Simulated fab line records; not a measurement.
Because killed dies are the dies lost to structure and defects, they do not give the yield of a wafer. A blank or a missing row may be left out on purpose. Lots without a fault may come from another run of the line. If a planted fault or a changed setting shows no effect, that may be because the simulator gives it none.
A struck lot beside a sound one / flow ritCmos / 21 out of 202 route steps
Sound: wafers L246.1, L246.4, L246.5. Wafers struck: L259.1, L259.2, L259.3. The cause is named last.
Order at every step that has rows: each side's tool, ch and its chambers, its first start. Under that, the readings that differ: sound wafers / struck wafers / difference of the means / sigmas: that difference in standard deviations of wafers without a fault.
alike: words and numbers the same on both sides, and readings whose means are apart by under 2 such deviations; not compared: readings that were withheld, readings missing a value for some wafer, numbers with overlapping values and no deviation given by the record, and bounds like >300 which may hide the same value.
The two part at a step that has a row with sigmas, a row that says differs or no value, or rows on one side only. Non-overlapping numbers with no deviation appear without sigmas and do not part them. A reading that every wafer of one side lacks parts them only if that side has two wafers or more.

first, 1 step without rows for these wafers: RIT_SILICIDE_WET_ETCH_00 (etches SiO2 in BOE, target depth 14 nm, time 15 s).
RIT_SILICIDE_SPUTTER_01: material Ti, target thk 30 nm, time 240 s.
  struck on pvdSputter-04, day 6 04:47; sound on pvdSputter-01, day 3 11:34
  alike: throttleValvePct
RIT_SILICIDE_RS_MEAS_02: measurement is done with a four-point probe.
  struck on filmMetro-03, day 6 04:56; sound on filmMetro-03, day 3 11:43
  alike: SILICIDE_TI_RS
RIT_SILICIDE_THK_MEAS_03: measures by xrf.
  struck on filmMetro-03, day 6 05:04; sound on filmMetro-03, day 3 11:50
  alike: SILICIDE_TI_THK
RIT_SILICIDE_RTA_04: time 10 s, ramp up 5 s, ramp down 5 s.
  sound on rtpAnneal-01 ch 0, day 3 11:53; struck on rtpAnneal-02 ch 0, day 6 05:07
  alike: chamberO2Ppm, wafer_temp_C_max
then, 1 step without rows for these wafers: RIT_SILICIDE_WET_ETCH_05 (etches Ti in SPM, time 120 s).
RIT_SILICIDE_RTA_06: time 10 s, ramp up 5 s, ramp down 10 s.
  sound on rtpAnneal-02 ch 0, day 3 12:01; struck on rtpAnneal-02 ch 0, day 6 05:14
  alike: chamberO2Ppm, wafer_temp_C_max
RIT_CONTACT_CVD_00: deposits SiO2 from TEOS, target thk 400 nm, time 61 s.
  sound on pecvd-04 ch 0,2, day 3 12:04; struck on pecvd-02 ch 0,2, day 6 05:18
  alike: heaterPowerW
RIT_CONTACT_THK_MEAS_01:
  struck on filmMetro-02, day 6 05:22; sound on filmMetro-04, day 3 12:09
  alike: CONTACT_TEOS_THK
then, 3 steps without rows for these wafers: RIT_CONTACT_HMDS_02 (prime time 60 s); RIT_CONTACT_COAT_03 (resist thk 1000 nm); RIT_CONTACT_SOFTBAKE_04 (time 60 s).
RIT_CONTACT_EXPOSE_05: exposes mask M11, target cd 1000 nm.
  sound on ilineStepper-02 ch 0, day 3 12:47; struck on ilineStepper-01 ch 0, day 6 06:01
reading=exposureDoseMJCm2; sound=249.78 249.95 249.89; struck=246.96 246.68 246.78; difference=-3.07; sigmas=-14
  alike: mask
then, 2 steps without rows for these wafers: RIT_CONTACT_PEB_06; RIT_CONTACT_DEVELOP_07 (develop time 120 s).
RIT_CONTACT_CD_MEAS_08: the cd target is 1000 nm.
  struck on cdSem-01, day 6 06:34; sound on cdSem-02, day 3 13:18
reading=cdNm (nm); sound=1000.0 999.5 997.6; struck=1008.5 1018.1 1007.4; difference=+12.3; sigmas=+5
RIT_CONTACT_OVL_MEAS_09:
  struck on overlay-01, day 6 06:41; sound on overlay-01, day 3 13:25
  alike: CONTACT_OVL
then, 1 step without rows for these wafers: RIT_CONTACT_HARDBAKE_10 (time 60 s).
RIT_CONTACT_ETCH_11: etches SiO2 in CHF3/CF4/Ar, stops on TiSi2, target depth 480 nm, time 320 s.
  sound on rieDiel-03 ch 0,1, day 3 13:37; struck on rieDiel-03 ch 0,1,3, day 6 06:52
reading=model.CONTACT.cdNm (nm); sound=999.4 999.6 997.6; struck=1009 1018 1007; difference=+12; sigmas=
  alike: cf4FlowSccm, drypumpMotorCurrentA, mfcArSccm, oesProductAu, throttleValvePct
  not compared: rfHoursCounterH
RIT_CONTACT_STRIP_12: strips in O2, time 180 s.
  sound on plasmaAsher-04 ch 0,1, day 3 13:48; struck on plasmaAsher-04 ch 0,1, day 6 07:04
  alike: drypumpMotorCurrentA, rfReflPowerW
  not compared: rfHoursCounterH
RIT_M1_PROBE_99:
  the record has rows for the struck wafers here (prober-02, day 6 12:01) and none for the sound ones

WHERE THEY PART
Last at RIT_M1_PROBE_99 as far as this record goes, first at RIT_CONTACT_EXPOSE_05.

WHY: whatever the simulator had introduced
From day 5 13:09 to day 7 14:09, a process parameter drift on ilineStepper-01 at RIT_CONTACT_EXPOSE_05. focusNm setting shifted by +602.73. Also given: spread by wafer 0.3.
